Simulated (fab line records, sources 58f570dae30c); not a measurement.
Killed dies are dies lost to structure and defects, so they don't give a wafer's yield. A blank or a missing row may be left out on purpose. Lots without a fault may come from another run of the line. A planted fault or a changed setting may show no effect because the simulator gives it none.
fab line records | flow berkeley_cmos170 | part 2 of 2: steps 31 to 40 of 40
record lots=5 wafers=15 last_day=12
route steps=331 shown PFIELD@79 FIELD@89 SACOX@97 SCREENOX@100 NVT@104 PVT@115
lots that met no fault: from a run of the same line without faults
start_h: hours from the record's first day to the start of the lot's first wafer shown | wait_h: hours since the lot's step before | " the same as in the row above | L1.1+2: a row that stands for several wafers | - no value, or no start given | * or withheld: withheld | < > ~ a bound
route shown NAME@n: a module of which the file shows steps, and the number in the route of the first | usual: mean/standard deviation of fault-free wafers | same: alike in all rows | chamber/n: place in a boat | sites: the reading at each site | _std_site: their standard deviation | _edge_site: outer sites' mean less inner sites' | radius_mm: how far each site lies from the wafer's centre | mask NAME#n: copy n | behind: the tool/chamber that last shaped the wafer | hold: why the lot was held/for how many hours/how that ended | device: the transistor (n, p or np) that didn't switch | end of line: the same wafers' tests at the end of the route | a step without rows: its recipe alone | killed: dies lost to structure and defects at the first sort, not the wafer's yield | map: a wafer's dies, x killed, . not, _ none there
set.NAME: the setting as run; set.NAME@STEP: as run at that earlier step | model.NAME: the simulator's own value behind a step, which no gauge read
lots at some steps of the route; a table a step, a row a wafer
services: from which hour (start_h, from the record's first day; less than 0 if before it) a tool's chamber was out of use, for how many hours, and why
## steps
# step UCB170_NVT_DEVELOP_05
# recipe developer=TMAH develop_time_s=45 resist=KrF dev_temp_c=21
# usual resist_line_temp_C=23.00/0.092
# columns lot.wafer tool chamber start_h wait_h resist_line_temp_C
L075.2 litho_track-04 0 - - 23.10
L075.3 " 0 " " 23.05
L075.6 " 0 " " 22.96
L077.4 litho_track-04 0 - - 23.20
L077.5 " 0 " " 22.95
L077.6 " 0 " " 22.98
L092.1 litho_track-04 0 - - 22.94
L092.2 " 0 " " 23.00
L092.5 " 0 " " 22.94
L097.3 litho_track-03 0 - - 22.98
L097.4 " 0 " " 22.93
L097.5 " 0 " " 22.95
L095.4 litho_track-04 0 - - 23.01
L095.5 " 0 " " 23.13
L095.6 " 0 " " 22.99
# step UCB170_NVT_OVL_MEAS_06
# usual NVT_OVL=3/5.7
# columns lot.wafer tool chamber start_h wait_h NVT_OVL[nm]
L075.2 overlay-02 - 134.89 - -6
L075.3 " - " " -2
L075.6 " - " " -8
L077.4 overlay-01 - 147.11 - -2
L077.5 " - " " 0
L077.6 " - " " -1
L092.1 overlay-02 - 218.52 - 9
L092.2 " - " " 5
L092.5 " - " " 11
L097.3 overlay-02 - 237.84 - 10
L097.4 " - " " 8
L097.5 " - " " 7
L095.4 overlay-01 - 237.96 - 10
L095.5 " - " " 12
L095.6 " - " " 14
# step UCB170_NVT_IMPLANT_07
# recipe species=BF2 dose_cm2=3e+12 energy_kev=50 tilt_deg=7
# columns lot.wafer tool chamber start_h wait_h
L075.2+3+6 implanter-04 0 134.95 0.0
L077.4+5+6 implanter-04 0 147.20 0.1
L092.1+2+5 implanter-04 0 218.56 0.0
L097.3+4+5 implanter-03 0 237.92 0.1
L095.4+5+6 implanter-04 0 238.06 0.1
# step UCB170_NVT_STRIP_08
# recipe chemistry=O2 power_w=400 pressure_mtorr=3500 platen_temp_c=withheld o2_flow_sccm=400 overash_fraction=0.5
# usual drypump_motor_current_A=5.32/0.3 oes_product_au=0.735/0.0047 strip_time_to_endpoint_s=21.64/0.06
# columns lot.wafer tool chamber start_h wait_h drypump_motor_current_A oes_product_au rf_hours_counter_h strip_time_to_endpoint_s
L075.2 plasma_asher-04 1 135.07 0.1 5.47 0.743 2 21.69
L075.3 " 1 " " 5.45 0.729 - 21.70
L075.6 " 1 " " 5.43 0.732 - 21.70
L077.4 plasma_asher-04 1 147.31 0.1 5.41 0.738 - 21.75
L077.5 " 0 " " 5.45 0.730 - 21.77
L077.6 " 1 " " 5.41 0.740 - 21.73
L092.1 plasma_asher-04 1 218.71 0.1 5.47 0.734 10 21.64
L092.2 " 0 " " 5.45 0.737 10 21.55
L092.5 " 1 " " 5.46 0.732 - 21.58
L097.3 plasma_asher-03 0 238.05 0.1 4.87 0.723 - 21.57
L097.4 " 1 " " 5.70 0.744 - 21.59
L097.5 " 0 " " 4.86 0.739 - 21.51
L095.4 plasma_asher-04 0 238.17 0.1 5.45 0.733 - 21.59
L095.5 " 1 " " 5.45 0.741 - 21.57
L095.6 " 0 " " 5.46 0.733 - 21.57
# step UCB170_NVT_TW_MEAS_09
# usual NVT_TW=524/4.4
# columns lot.wafer tool chamber start_h wait_h NVT_TW
L075.2 film_metro-04 - 135.18 0.1 525
L075.3 " - " " 527
L075.6 " - " " 527
L077.4 film_metro-04 - 147.41 0.1 529
L077.5 " - " " 529
L077.6 " - " " 526
L092.1 film_metro-04 - 218.81 0.1 527
L092.2 " - " " 532
L092.5 " - " " 530
L097.3 film_metro-04 - 238.14 0.1 528
L097.4 " - " " 528
L097.5 " - " " 527
L095.4 film_metro-02 - 238.26 0.1 521
L095.5 " - " " 519
L095.6 " - " " 521
# step UCB170_NVT_CLEAN_10
# recipe chemistry=SPM temp_c=120 time_s=600
# columns lot.wafer tool chamber start_h wait_h
L075.2+3+6 wet_bench-04 1 137.75 2.6
L077.4+5+6 wet_bench-02 1 147.44 0.0
L092.1+2+5 wet_bench-04 1 219.98 1.2
L095.4+5+6 wet_bench-04 2 238.82 0.6
L097.3+4+5 wet_bench-04 0 238.82 0.7
# step UCB170_PVT_HMDS_00
# recipe prime_time_s=60 prime_temp_c=100
# usual resist_line_temp_C=22.99/0.11
# columns lot.wafer tool chamber start_h wait_h resist_line_temp_C
L075.2 litho_track-01 0 137.95 0.0 23.13
L075.3 " 0 " " 23.11
L075.6 " 0 " " 23.26
L077.4 litho_track-02 0 147.83 0.2 23.08
L077.5 " 0 " " 23.09
L077.6 " 0 " " 22.95
L092.1 litho_track-03 0 220.15 0.0 22.87
L092.2 " 0 " " 23.06
L092.5 " 0 " " 23.03
L097.3 litho_track-01 0 239.05 0.1 23.07
L097.4 " 0 " " 23.02
L097.5 " 0 " " 22.96
L095.4 litho_track-01 0 239.52 0.5 22.92
L095.5 " 0 " " 22.86
L095.6 " 0 " " 22.94
# step UCB170_PVT_COAT_01
# recipe resist=KrF spin_rpm=1500 resist_thk_nm=900
# usual resist_line_temp_C=23.02/0.11
# columns lot.wafer tool chamber start_h wait_h resist_line_temp_C
L075.2 litho_track-01 0 138.10 0.1 23.05
L075.3 " 0 " " 23.00
L075.6 " 0 " " 23.02
L077.4 litho_track-02 0 147.98 0.1 22.90
L077.5 " 0 " " 22.92
L077.6 " 0 " " 22.91
L092.1 litho_track-03 0 220.30 0.1 23.03
L092.2 " 0 " " 23.15
L092.5 " 0 " " 23.07
L097.3 litho_track-01 0 239.20 0.1 23.04
L097.4 " 0 " " 23.01
L097.5 " 0 " " 22.92
L095.4 litho_track-01 0 239.67 0.1 23.13
L095.5 " 0 " " 22.94
L095.6 " 0 " " 23.14
# step UCB170_PVT_SOFTBAKE_02
# recipe resist=KrF temp_c=130 time_s=60
# usual resist_line_temp_C=23.00/0.11
# columns lot.wafer tool chamber start_h wait_h resist_line_temp_C
L075.2 litho_track-01 0 138.25 0.1 22.89
L075.3 " 0 " " 22.94
L075.6 " 0 " " 23.02
L077.4 litho_track-02 0 148.13 0.1 22.99
L077.5 " 0 " " 23.01
L077.6 " 0 " " 22.92
L092.1 litho_track-03 0 220.45 0.1 23.07
L092.2 " 0 " " 23.18
L092.5 " 0 " " 23.15
L097.3 litho_track-01 0 239.35 0.1 23.20
L097.4 " 0 " " 23.08
L097.5 " 0 " " 23.08
L095.4 litho_track-01 0 239.82 0.1 23.10
L095.5 " 0 " " 23.15
L095.6 " 0 " " 23.05
# step UCB170_PVT_EXPOSE_03
# recipe mask_id=NWELL target_cd_nm=3000 na=0.5 sigma_outer=0.6 source_shape=conventional dose_mj=30
# usual reticle_temp_C=23.02/0.1 stage_vel_mm_s=499.93/0.24
# columns lot.wafer tool chamber start_h wait_h mask reticle_temp_C stage_vel_mm_s
L075.2 krf_scanner-02 0 138.52 0.2 NWELL#0 23.05 500.15
L075.3 " 0 " " NWELL#0 23.06 500.10
L075.6 " 0 " " NWELL#0 23.12 500.18
L077.4 krf_scanner-01 0 148.39 0.2 NWELL#0 23.17 499.99
L077.5 " 0 " " NWELL#0 22.93 499.79
L077.6 " 0 " " NWELL#0 23.02 500.55
L092.1 krf_scanner-02 0 220.73 0.2 NWELL#0 22.90 499.72
L092.2 " 0 " " NWELL#0 23.03 499.81
L092.5 " 0 " " NWELL#0 22.93 500.24
L097.3 krf_scanner-01 0 239.61 0.2 NWELL#0 23.09 499.89
L097.4 " 0 " " NWELL#0 23.18 499.84
L097.5 " 0 " " NWELL#0 23.03 500.30
L095.4 krf_scanner-01 0 240.29 0.4 NWELL#0 23.15 499.77
L095.5 " 0 " " NWELL#0 23.04 499.79
L095.6 " 0 " " NWELL#0 23.12 499.74
## services
# columns tool chamber start_h hours kind
krf_scanner-01 - 69.98 8.8 repair
implanter-02 - 85.07 2.6 repair
plasma_asher-01 - 87.35 2.8 pm
implanter-01 - 87.53 1.4 repair
krf_scanner-02 - 90.63 1.3 pm
krf_scanner-01 - 92.03 4.4 pm
krf_scanner-02 - 99.43 4.0 pm
implanter-04 - 100.73 1.5 repair
krf_scanner-01 - 108.66 1.3 pm
plasma_asher-04 - 108.75 9.0 pm
furnace-04 - 109.94 4.4 pm
krf_scanner-02 - 113.23 1.0 pm
furnace-02 - 113.46 3.9 pm
krf_scanner-01 - 121.23 1.0 pm
implanter-04 - 127.64 1.2 repair
krf_scanner-01 - 143.37 0.8 pm
krf_scanner-02 - 149.52 0.8 pm
furnace-01 - 167.07 4.0 pm
krf_scanner-01 - 182.78 1.7 repair
plasma_asher-04 - 183.36 3.0 repair
plasma_asher-04 - 185.76 2.0 repair
krf_scanner-02 - 200.80 0.6 repair
implanter-04 - 200.96 4.0 repair
krf_scanner-02 - 210.04 5.0 repair
